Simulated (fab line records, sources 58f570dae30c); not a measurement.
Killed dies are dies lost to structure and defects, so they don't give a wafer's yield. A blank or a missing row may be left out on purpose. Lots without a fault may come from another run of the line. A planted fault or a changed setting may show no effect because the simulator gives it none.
One fault seen from 2 desks | flow berkeley_cmos170 | each desk has only its own numbers; what lay behind them comes last

THE TOOL OWNER'S DESK: rie_metal-01
The tool's own readings at UCB170_M3_METAL_ETCH_18 (etches Al in Cl2/BCl3, stops on SiO2, target depth 1170 nm, time 195 s): means of the sampled wafers that have a number, for each lot that ran on this tool. A lot is out of limits, marked OUT, if its mean lies more than 4 standard deviations from the usual mean; the brackets give that distance.
Columns: A = drypump_motor_current_A at UCB170_M3_METAL_ETCH_18, usual 5.68 A; B = oes_product_au at UCB170_M3_METAL_ETCH_18, usual 0.864 a.u.; C = throttle_valve_pct at UCB170_M3_METAL_ETCH_18, usual 24.6 %
lot  | first seen here | A    | B                | C
L215 | day 11 14:53    | 5.83 | 0.862            | 24.4
L221 | day 12 13:20    | 5.71 | 0.896 (+4.1) OUT | 24.1
L222 | day 12 21:55    | 5.96 | 0.890            | 24.6
This desk's finding: out of limits on L221; first on L221, day 12 13:20 (oes_product_au at UCB170_M3_METAL_ETCH_18). In limits: L215, L222.

THE METROLOGY DESK
What the gauges read, lot by lot, whatever tool the lot ran on: means of the sampled wafers that have a number. A lot is out of limits, marked OUT, if its mean lies more than 4 standard deviations from the usual mean; the brackets give that distance.
Columns: A = cd_nm at UCB170_M3_CD_MEAS_15, usual 699.8 nm; B = M3_OVL at UCB170_M3_OVL_MEAS_16, usual 1 nm
lot  | first seen here | A     | B
L208 | day 9 12:06     | 699.1 | 1
L213 | day 11 13:40    | 698.0 | -2
L215 | day 11 14:40    | 702.4 | -3
L221 | day 12 13:08    | 701.1 | 4
L222 | day 12 21:41    | 699.4 | 2
L224 | day 13 23:22    | 700.5 | -1
This desk's finding: nothing out of limits on any of the 6 lots.

PUT TOGETHER
The tool owner's desk could have raised an alarm at day 12 13:20, on L221.
The metrology desk saw nothing out of limits.
The metrology desk has L221 on record, within its limits.
Of the lots named, all ran UCB170_M3_METAL_ETCH_18 on rie_metal-01.

WHAT THE SIMULATOR HAD PUT IN
Process parameter drift: rie_metal-01, from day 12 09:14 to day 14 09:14, at UCB170_M3_METAL_ETCH_18. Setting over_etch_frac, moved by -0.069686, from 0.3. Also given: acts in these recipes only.
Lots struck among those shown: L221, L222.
Hours from the fault's start to each desk's first reading out of limits: the tool owner's desk, 4.
